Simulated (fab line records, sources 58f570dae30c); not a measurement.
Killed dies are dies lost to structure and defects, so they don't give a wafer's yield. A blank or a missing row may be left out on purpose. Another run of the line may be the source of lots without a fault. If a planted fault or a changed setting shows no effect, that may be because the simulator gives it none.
Split-lot study ; flow berkeley-cmos170 ; route with 331 steps; 5 lots, 23 wafers read

ON THE SPLIT
At UCB170_PSD_IMPLANT_08, the setting dose-cm2 was moved away from the recipe's 3e+15 on 10 of the 23 wafers read, by -7.3% to +3.2%. For the rest of the wafers, this setting stayed at what the recipe calls for.

FROM THE SPLIT TO THE READING: what the file shows between them, 6 steps
- UCB170_PSD_STRIP_09: strips in O2
- UCB170_PSD_TW_MEAS_10
- UCB170_NSD_IMPLANT_08 (also split here: tilt-deg)
- UCB170_NSD_STRIP_09: strips in O2
- UCB170_SDANNEAL_RTA_00: time 10 s
- UCB170_SDANNEAL_RTA_01: time 5 s

THE READING
Measured at UCB170_SDANNEAL_RS_MEAS_02 by four-point probe: PSD_RS, in ohm/sq. Typical for fault-free wafers on this fab line: 75.6 ohm/sq, with standard deviation 0.32 ohm/sq.

wafer;tool, chamber at the split;dose-cm2 as run;against the recipe;PSD_RS, ohm/sq;against lot-mates on the recipe
L080.1;implanter-03, 0;3.097e+15;+3.2%;73.7;-2.0
L080.2;implanter-03, 0;3e+15;recipe;75.8;-
L080.4;implanter-03, 0;3.097e+15;+3.2%;74.0;-1.8
L080.5;implanter-03, 0;3e+15;recipe;75.7;-
L080.6;implanter-03, 0;3.097e+15;+3.2%;74.1;-1.7
L082.2;implanter-03, 0;3e+15;recipe;75.4;-
L082.3;implanter-03, 0;3e+15;recipe;75.6;-
L082.6;implanter-03, 0;3e+15;recipe;75.2;-
L081.1;implanter-02, 0;2.781e+15;-7.3%;80.2;+4.6
L081.2;implanter-02, 0;2.781e+15;-7.3%;80.1;+4.5
L081.3;implanter-02, 0;3e+15;recipe;75.6;-
L081.4;implanter-02, 0;3e+15;recipe;75.5;-
L081.6;implanter-02, 0;3e+15;recipe;75.8;-
L085.1;implanter-01, 0;2.826e+15;-5.8%;78.8;+3.2
L085.2;implanter-01, 0;2.826e+15;-5.8%;79.2;+3.6
L085.3;implanter-01, 0;3e+15;recipe;75.7;-
L085.4;implanter-01, 0;3e+15;recipe;75.5;-
L085.6;implanter-01, 0;2.826e+15;-5.8%;79.2;+3.6
L084.1;implanter-02, 0;3e+15;recipe;76.0;-
L084.2;implanter-02, 0;3e+15;recipe;76.3;-
L084.3;implanter-02, 0;3.082e+15;+2.7%;74.6;-1.6
L084.4;implanter-02, 0;3e+15;recipe;76.4;-
L084.5;implanter-02, 0;3.082e+15;+2.7%;75.0;-1.2

FIT RESULTS
A straight line over all 23 wafers: PSD_RS changes by -0.566 ohm/sq for each +1% of dose-cm2; r = -0.98; the points scatter about the line by 0.34 ohm/sq.
The same after taking each lot's own level away (the mean of its wafers on the recipe; 23 wafers): -0.595 ohm/sq for each +1%; r = -1.00; scatter 0.17 ohm/sq.
Per that fit: largest dose-cm2 move, reading shift of 4.3 ohm/sq.
The span of the lots' own levels, 75.40 to 76.23 ohm/sq, comes to 2.6 times the standard deviation stated above.
The two slopes are in agreement: the lot-to-lot level therefore moves the slope only a little.
Check: for one of the wafers moved furthest among these (-7.3%), held out of the fit, the line's prediction against its lot-mates is +4.34 ohm/sq. It came out at +4.57 ohm/sq against them.

ADDITIONAL SPLITS CARRIED BY THESE WAFERS
Note: prior to the reading, these wafers also went through further splits. Each is held against what the fit with the lots' levels taken away leaves over:
other split on the same wafers;wafers away from the commonest value;r with PSD_RS (lot level and that fit taken away)
UCB170_NLDD_PEB_04 peb-temp-c;10;-0.03
UCB170_SPACER_CVD_00 time-s;5;+0.06
UCB170_NSD_IMPLANT_08 tilt-deg;10;-0.03

THE WHOLE CHAIN: every reading that the file lists as answering this split, in the file's order
step;what it does;reading;change (the file's fit);r (the file's)
UCB170_PSD_STRIP_09;strips in O2;strip-time-to-endpoint-s;withheld for each +1% of the setting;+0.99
UCB170_PSD_TW_MEAS_10;;PSD_TW;+8.33 for each +1% of the setting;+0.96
UCB170_SDANNEAL_RS_MEAS_02;measures by four-point-probe;PSD_RS;-0.601 for each +1% of the setting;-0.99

THE FILE'S OWN FIT
PSD_RS changes by -0.601 ohm/sq for each +1% of dose-cm2, r = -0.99.
